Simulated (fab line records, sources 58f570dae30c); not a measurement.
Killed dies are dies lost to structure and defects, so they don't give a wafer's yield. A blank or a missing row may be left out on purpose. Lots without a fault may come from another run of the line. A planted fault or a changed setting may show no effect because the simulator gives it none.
Which tool did it? | flow berkeley_cmos170 | 14 lots, 42 wafers sampled, at 5 steps of a route of 331

WHAT THE GAUGES READ, wafer by wafer
UCB170_START_THK_MEAS_03. Usual: START_OXIDE_THK 20.2 nm, standard deviation 0.35.
lot  | measured    | on            | START_OXIDE_THK (nm) | flag
L778 | day 1 11:43 | film_metro-04 | 19.9 20.0 20.0       |
L779 | day 1 21:25 | film_metro-04 | 20.0 19.7 19.7       |
L781 | day 2 05:59 | film_metro-04 | 20.7 20.4 20.2       |
L783 | day 2 17:02 | film_metro-03 | 19.7 20.0 19.8       |
L784 | day 2 21:07 | film_metro-02 | 19.6 19.9 19.5       |
L785 | day 3 04:00 | film_metro-03 | 20.0 19.9 20.0       |
L788 | day 3 14:03 | film_metro-02 | 20.6 20.9 20.8       |
L790 | day 4 03:07 | film_metro-02 | 20.7 21.0 20.8       |
L791 | day 4 08:55 | film_metro-02 | 20.5 20.6 20.6       |
L794 | day 4 23:06 | film_metro-04 | 19.7 20.2 19.9       |
L795 | day 5 03:20 | film_metro-03 | 20.3 19.9 20.0       |
L796 | day 5 09:01 | film_metro-03 | 20.1 20.3 20.5       |
L799 | day 6 00:33 | film_metro-02 | 20.2 20.1 20.8       |
L800 | day 6 03:43 | film_metro-03 | 20.2 20.4 19.7       |

UCB170_SACOX_THK_MEAS_02. Usual: SACOX_OXIDE_THK 14.50 nm, standard deviation 0.24.
lot  | measured    | on            | SACOX_OXIDE_THK (nm) | flag
L778 | day 5 12:11 | film_metro-04 | 14.65 14.62 14.44    |
L779 | day 6 02:17 | film_metro-02 | 14.76 15.01 14.68    |
L781 | day 6 02:13 | film_metro-01 | 14.64 14.18 14.60    |
L783 | day 7 00:36 | film_metro-04 | 14.46 14.54 14.50    |
L784 | day 7 00:36 | film_metro-01 | 13.96 14.31 14.11    |
L785 | day 7 07:25 | film_metro-02 | 14.85 14.46 14.69    |
L791 | day 8 03:55 | film_metro-04 | 14.32 14.41 14.54    |
L794 | day 8 03:59 | film_metro-01 | 14.75 14.66 14.28    |
L795 | day 9 03:08 | film_metro-04 | 14.44 14.44 14.38    |
L796 | day 9 03:10 | film_metro-01 | 13.98 14.15 14.41    |
L799 | day 9 17:44 | film_metro-02 | 14.18 14.53 14.18    |
L800 | day 9 17:42 | film_metro-01 | 14.82 14.96 15.07    |

UCB170_PVT_TW_MEAS_09. Usual: PVT_TW 511.2, standard deviation 2.
lot  | measured     | on            | PVT_TW            | flag
L778 | day 6 06:01  | film_metro-03 | 510.3 514.2 513.2 |
L779 | day 6 11:59  | film_metro-01 | 507.9 507.3 509.4 |
L781 | day 6 11:43  | film_metro-04 | 514.2 510.4 512.7 |
L783 | day 7 12:13  | film_metro-03 | 514.3 511.4 512.4 |
L784 | day 7 12:09  | film_metro-03 | 514.0 512.9 515.5 |
L785 | day 7 20:34  | film_metro-01 | 509.4 510.8 510.6 |
L791 | day 8 19:41  | film_metro-01 | 507.2 512.9 510.3 |
L794 | day 8 19:25  | film_metro-04 | 509.1 511.3 509.9 |
L795 | day 9 19:02  | film_metro-01 | 509.4 512.5 507.5 |
L796 | day 9 19:09  | film_metro-03 | 514.9 512.8 512.1 |
L799 | day 10 06:44 | film_metro-03 | 511.4 508.9 511.0 |
L800 | day 10 06:37 | film_metro-04 | 511.4 511.4 509.2 |

WHICH TOOL RAN EACH LOT (tool, then ch and the chambers of the sampled wafers, then the start)
lot  | UCB170_ACTIVE_ETCH_15             | UCB170_ACTIVE_STRIP_16
L778 | rie_diel-04 ch 0,1,2, day 4 12:32 | plasma_asher-04 ch 0,1, day 4 12:38
L779 | rie_diel-01 ch 2,3, day 5 02:52   | plasma_asher-04 ch 0,1, day 5 02:58
L781 | rie_diel-04 ch 0,1,3, day 5 02:57 | plasma_asher-01 ch 0, day 5 03:03
L783 | rie_diel-01 ch 0,1, day 6 01:13   | plasma_asher-02 ch 0,1, day 6 01:19
L784 | rie_diel-02 ch 1,2,3, day 6 00:56 | plasma_asher-04 ch 0,1, day 6 01:02
L785 | rie_diel-02 ch 0,1, day 6 10:02   | plasma_asher-04 ch 1, day 6 10:08
L788 | rie_diel-01 ch 1,3, day 6 09:56   | plasma_asher-01 ch 0,1, day 6 10:02
L790 | rie_diel-01 ch 0,1,3, day 7 09:57 | plasma_asher-02 ch 0,1, day 7 10:03
L791 | rie_diel-04 ch 0,1,2, day 7 09:40 | plasma_asher-01 ch 0,1, day 7 09:46
L794 | rie_diel-04 ch 0,3, day 7 09:59   | plasma_asher-01 ch 0,1, day 7 10:07
L795 | rie_diel-02 ch 1,2,3, day 8 05:30 | plasma_asher-01 ch 0,1, day 8 05:36
L796 | rie_diel-04 ch 0,2,3, day 8 05:01 | plasma_asher-02 ch 0,1, day 8 05:07
L799 | rie_diel-04 ch 0,2,3, day 8 16:58 | plasma_asher-01 ch 0,1, day 8 17:04
L800 | rie_diel-04 ch 0,1, day 8 17:34   | plasma_asher-01 ch 0,1, day 8 17:40
- UCB170_ACTIVE_ETCH_15: etches Si3N4 in CH3F/Ar/O2, stops on SiO2, target depth 242 nm, time 151 s.
- UCB170_ACTIVE_STRIP_16: strips in O2.

WHAT THE TOOLS THEMSELVES READ (means of the sampled wafers that have a number; where no wafer has one, the mark that the record gives instead)
UCB170_ACTIVE_ETCH_15. Usual: drypump_motor_current_A 5.7 A, standard deviation 0.54; oes_product_au 0.938 a.u., standard deviation 0.015; throttle_valve_pct 8.07 %, standard deviation 0.13.
lot  | tool        | drypump_motor_current_A (A) | oes_product_au (a.u.) | throttle_valve_pct (%) | flag
L778 | rie_diel-04 | 5.5                         | 0.952                 | 8.06                   |
L779 | rie_diel-01 | 6.0                         | 0.923                 | 8.05                   |
L781 | rie_diel-04 | 5.6                         | 0.933                 | 8.15                   |
L783 | rie_diel-01 | 6.1                         | 0.931                 | 8.04                   |
L784 | rie_diel-02 | 5.5                         | 0.942                 | 8.05                   |
L785 | rie_diel-02 | 5.8                         | 0.948                 | 7.96                   |
L788 | rie_diel-01 | 5.5                         | 0.817                 | 7.95                   | OFF
L790 | rie_diel-01 | 5.9                         | 0.819                 | 8.03                   | OFF
L791 | rie_diel-04 | 5.5                         | 0.946                 | 8.07                   |
L794 | rie_diel-04 | 5.2                         | 0.945                 | 8.16                   |
L795 | rie_diel-02 | 5.5                         | 0.942                 | 8.06                   |
L796 | rie_diel-04 | 5.2                         | 0.948                 | 8.16                   |
L799 | rie_diel-04 | 5.2                         | 0.944                 | 8.15                   |
L800 | rie_diel-04 | 5.5                         | 0.954                 | 8.07                   |

UCB170_ACTIVE_STRIP_16. Usual: drypump_motor_current_A 5.8 A, standard deviation 0.38; oes_product_au 0.722 a.u., standard deviation 0.0044; strip_time_to_endpoint_s 18.11 s, standard deviation 0.089.
lot  | tool            | drypump_motor_current_A (A) | oes_product_au (a.u.) | strip_time_to_endpoint_s (s) | flag
L778 | plasma_asher-04 | 6.1                         | 0.723                 | 18.04                        |
L779 | plasma_asher-04 | 6.1                         | 0.723                 | 18.08                        |
L781 | plasma_asher-01 | 5.5                         | 0.722                 | 18.12                        |
L783 | plasma_asher-02 | 5.4                         | 0.722                 | 18.05                        |
L784 | plasma_asher-04 | 6.2                         | 0.718                 | 18.17                        |
L785 | plasma_asher-04 | 6.1                         | 0.724                 | 18.08                        |
L788 | plasma_asher-01 | 5.8                         | 0.725                 | 19.16                        | OFF
L790 | plasma_asher-02 | 5.4                         | 0.723                 | 19.22                        | OFF
L791 | plasma_asher-01 | 5.6                         | 0.721                 | 18.18                        |
L794 | plasma_asher-01 | 5.6                         | 0.718                 | 18.10                        |
L795 | plasma_asher-01 | 5.6                         | 0.721                 | 18.15                        |
L796 | plasma_asher-02 | 5.4                         | 0.724                 | 18.07                        |
L799 | plasma_asher-01 | 5.6                         | 0.722                 | 18.15                        |
L800 | plasma_asher-01 | 5.8                         | 0.717                 | 18.25                        |

THE ANSWER, worked out from the rows above alone
Rule: a lot is off if the mean of its wafers that have a number lies more than 3 standard deviations from the usual mean. A lot without any number at a reading at which 4 lots or more have one is off too. The other lots that the step has rows for count as sound. The gauges are gone through in route order, then the tools' own readings, and for those a lot's mean is taken as printed above. The first step at which some lot is off is used, and at that step the reading that is off furthest; a lot without a number counts as furthest.
Off: L788, L790, at UCB170_ACTIVE_ETCH_15 (oes_product_au).
A tool fits if, at that step or a process step before it, it ran every lot that is off, and no sound lot after the first of them. One fits: rie_diel-01 at UCB170_ACTIVE_ETCH_15. Its last sound lot is L783 (day 6 01:13), its first lot that is off L788 (day 6 09:56): a fault that began between those two fits.
The tool's own readings at UCB170_ACTIVE_ETCH_15 bear it out: on the lots that are off they differ by more than 5 times the standard deviation of the sound lots' means. oes_product_au reads 0.818 a.u. there against 0.942 a.u. on the sound lots.

WHAT THE SIMULATOR HAD PUT IN
Process parameter drift: rie_diel-01, from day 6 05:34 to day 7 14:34, at UCB170_ACTIVE_ETCH_15. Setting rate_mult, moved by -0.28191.
Lots struck among those shown: L788, L790. The rule above found the same.
